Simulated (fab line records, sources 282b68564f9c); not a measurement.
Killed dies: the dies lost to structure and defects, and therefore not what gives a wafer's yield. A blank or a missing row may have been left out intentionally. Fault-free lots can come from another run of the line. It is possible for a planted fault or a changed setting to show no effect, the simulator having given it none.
Split-lot experiment	flow ritCmos	23 wafers read from 5 lots, route of 202 steps

## SPLIT DETAILS
At RIT_NRETRO_IMPLANT_08, the setting doseCm2 was moved away from the recipe's 1e+13 on 5 of the 23 wafers read, by +5.7% to +6.0%. The other wafers ran this setting at the recipe's value.

## THE PATH FROM SPLIT TO READING: the file shows 1 step between them
- RIT_NRETRO_STRIP_09: strips in O2, time 180 s

## THE READING
NRETRO_TW, at RIT_NRETRO_TW_MEAS_10. Typical for fault-free wafers on this fab line: 1048, with standard deviation 6.1.

wafer	tool, chamber at the split	doseCm2 as run	against the recipe	NRETRO_TW	against lot-mates on the recipe
L078.1	implanter-01, 0	1e+13	recipe	1039	-
L078.2	implanter-01, 0	1.06e+13	+6.0%	1061	+20
L078.3	implanter-01, 0	1.06e+13	+6.0%	1061	+20
L078.4	implanter-01, 0	1.06e+13	+6.0%	1061	+20
L078.6	implanter-01, 0	1e+13	recipe	1043	-
L080.1	implanter-02, 0	1e+13	recipe	1044	-
L080.2	implanter-02, 0	1e+13	recipe	1043	-
L080.3	implanter-02, 0	1e+13	recipe	1051	-
L080.4	implanter-02, 0	1e+13	recipe	1041	-
L080.5	implanter-02, 0	1e+13	recipe	1045	-
L081.1	implanter-03, 0	1e+13	recipe	1037	-
L081.2	implanter-03, 0	1e+13	recipe	1046	-
L081.4	implanter-03, 0	1e+13	recipe	1035	-
L081.5	implanter-03, 0	1e+13	recipe	1038	-
L081.6	implanter-03, 0	1e+13	recipe	1043	-
L082.1	implanter-02, 0	1e+13	recipe	1044	-
L082.2	implanter-02, 0	1e+13	recipe	1045	-
L082.3	implanter-02, 0	1.057e+13	+5.7%	1068	+25
L082.4	implanter-02, 0	1e+13	recipe	1041	-
L082.5	implanter-02, 0	1.057e+13	+5.7%	1061	+18
L085.3	implanter-03, 0	1e+13	recipe	1050	-
L085.5	implanter-03, 0	1e+13	recipe	1049	-
L085.6	implanter-03, 0	1e+13	recipe	1058	-

THE FIT
A straight line over all 23 wafers: NRETRO_TW changes by +3.12 for each +1% of doseCm2; r = +0.83; the points scatter about the line by 5.2.
The same after taking each lot's own level away (the mean of its wafers on the recipe; 23 wafers): +3.47 for each +1%; r = +0.93; scatter 3.3.
On that fit, the largest move of doseCm2 shifts the reading by 21.
The lots' own levels span 1039.8 to 1052.3, that is 2.1 times the standard deviation above.
Thus the slope moves with the lot-to-lot level: the two fits are different.
Check: +21.1 against its lot-mates is what the line predicts for one of the wafers moved furthest among these (+6.0%) when that wafer is left out of the fit. Against them it came out at +20.

## FURTHER SPLITS ON THESE WAFERS
These wafers also went through other splits before the reading. Each is held against what the fit with the lots' levels taken away leaves over:
other split on the same wafers	wafers away from the commonest value	r with NRETRO_TW (lot level and that fit taken away)
RIT_ACTIVE_CVD_03 pressureMtorr	15	+0.01
RIT_ACTIVE_COAT_06 resistThkNm	11	-0.27
RIT_ACTIVE_CLEAN_16 timeS	10	+0.06
RIT_FOX1_OXIDATION_00 tempC	15	-0.08
RIT_PWELL_COAT_01 resistThkNm	9	+0.14
RIT_PWELL_IMPLANT_08 doseCm2	8	-0.04
RIT_NRETRO_COAT_01 spinRpm	4	-0.02

## THE FILE'S OWN FIT
NRETRO_TW changes by +3.56 for each +1% of doseCm2, r = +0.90.
